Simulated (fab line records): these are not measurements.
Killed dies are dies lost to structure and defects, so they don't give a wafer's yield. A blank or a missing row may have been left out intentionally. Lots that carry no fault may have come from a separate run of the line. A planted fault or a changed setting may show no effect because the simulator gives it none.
Comparing a struck lot with a sound one -- flow berkeley_cmos170 -- 18 steps out of a route of 331
Sound: the wafers L766.4, L766.5, L766.6. Wafers struck: L786.1, L786.4, L786.5. Last of all comes the cause.
For every step that has rows: the tool of each side, followed by ch and its chambers, followed by its first start. Under that, the readings that differ: sound wafers -- struck wafers -- difference of the means -- sigmas: that difference in standard deviations of wafers without a fault.
alike: same words and numbers on both sides, and readings whose means sit less than 2 such deviations apart. not compared: any withheld reading, any reading some wafer has no value for, any bound like >300 that may hide the same value, and any number with overlapping values for which the record gives no deviation.
A row with sigmas, a row that says differs or no value, or rows on one side alone: a step with any of these is where the two part. Non-overlapping numbers with no deviation appear without sigmas and do not part them. A reading that every wafer of one side lacks parts them only if that side has two wafers or more.

first, 5 steps without rows for these wafers: UCB170_NLDD_COAT_01 (resist thk 900 nm); UCB170_NLDD_SOFTBAKE_02 (time 60 s); UCB170_NLDD_EXPOSE_03 (exposes mask NSELECT, target cd 1200 nm); UCB170_NLDD_PEB_04; UCB170_NLDD_DEVELOP_05 (develop time 45 s).
UCB170_NLDD_CD_MEAS_06: the cd target is 1200 nm.
  sound on cd_sem-01 at day 6 20:59; struck on cd_sem-01 at day 11 14:47
  alike: cd_nm
UCB170_NLDD_OVL_MEAS_07:
  sound on overlay-02 at day 6 21:04; struck on overlay-01 at day 11 14:55
reading,sound,struck,difference,sigmas
NLDD_OVL (nm),-7 -7 -13,8 9 2,+15,+3
then, 2 steps without rows for these wafers: UCB170_NLDD_IMPLANT_08; UCB170_NLDD_IMPLANT_09.
UCB170_NLDD_STRIP_10: strips in O2.
  sound on plasma_asher-02 ch 0,1, day 6 21:25; struck on plasma_asher-02 ch 0,1, day 11 15:15
  alike: drypump_motor_current_A, oes_product_au, strip_time_to_endpoint_s
  not compared: rf_hours_counter_h
UCB170_NLDD_TW_MEAS_11:
  sound on film_metro-04 at day 6 21:38; struck on film_metro-04 at day 11 15:21
  alike: NLDD_TW
then, 1 step without rows for these wafers: UCB170_NLDD_CLEAN_12 (cleans in SPM, time 600 s).
UCB170_SPACER_CVD_00: deposits SiO2 from TEOS/O2, target thk 376 nm, time 47 s.
  sound on pecvd-02 ch 0,1,2, day 6 22:56; struck on pecvd-02 ch 0,1, day 11 15:35
reading,sound,struck,difference,sigmas
run_length_s (s),74.8 74.9 75.2,78.2 77.7 79.0,+3.3,+5
model.SiO2_of_SPACER_CVD_00.thk_nm (nm),384.1 379.9 381,397.6 405.9 404.2,+20.9,
  alike: heater_power_w
UCB170_SPACER_THK_MEAS_01:
  sound on film_metro-03 at day 6 22:59; struck on film_metro-03 at day 11 15:38
reading,sound,struck,difference,sigmas
SPACER_TEOS_THK (nm),385 380 381,398 406 404,+21,+5
then, 1 step without rows for these wafers: UCB170_SPACER_ANNEAL_02 (time 1800 s).
UCB170_SPACER_ETCHBACK_03: etches SiO2 in CHF3/CF4/Ar, stops on Si, target depth 376 nm, time 100 s.
  sound on rie_diel-03 ch 0,3, day 7 06:49; struck on rie_diel-02 ch 1,2, day 11 22:46
reading,sound,struck,difference,sigmas
oes_product_au (a.u.),0.918 0.910 0.926,0.946 0.963 0.958,+0.038,+3
model.etch.depth_nm (nm),384.1 379.9 381,397.6 405.9 404.2,+20.9,
  alike: drypump_motor_current_A, mfc_ar_sccm, throttle_valve_pct
  not compared: rf_hours_counter_h
then, 1 step without rows for these wafers: UCB170_PSD_HMDS_00 (prime time 60 s).
UCB170_M3_PROBE_99:
  sound on prober-01 at day 8 08:39; struck on prober-01 at day 13 06:33
reading,sound,struck,difference,sigmas
model.etest.pplus_sal.width_nm (nm),668.1 692.7 683.5,655.8 662 646.7,-26.6,
model.etest.nplus_sal.width_nm (nm),668.7 695.3 683.4,653.8 660.1 645.8,-29.2,
model.etest.field_n_metal.vt_v (V),53.47 52.6 52.6,54.2 53.74 54.08,+1.1,
model.etest.nplus_sal.line_ohm_um,5.425 5.251 5.347,5.534 5.435 5.545,+0.164,
  not compared: model.etest.nmos_0p35.r_on_ohm_um, model.etest.field_p_metal.vt_v, model.etest.pplus_sal.line_ohm_um

WHERE THEY PART
At UCB170_NLDD_OVL_MEAS_07 first; at UCB170_SPACER_ETCHBACK_03 last (within this record only).

WHY: what had been put in by the simulator
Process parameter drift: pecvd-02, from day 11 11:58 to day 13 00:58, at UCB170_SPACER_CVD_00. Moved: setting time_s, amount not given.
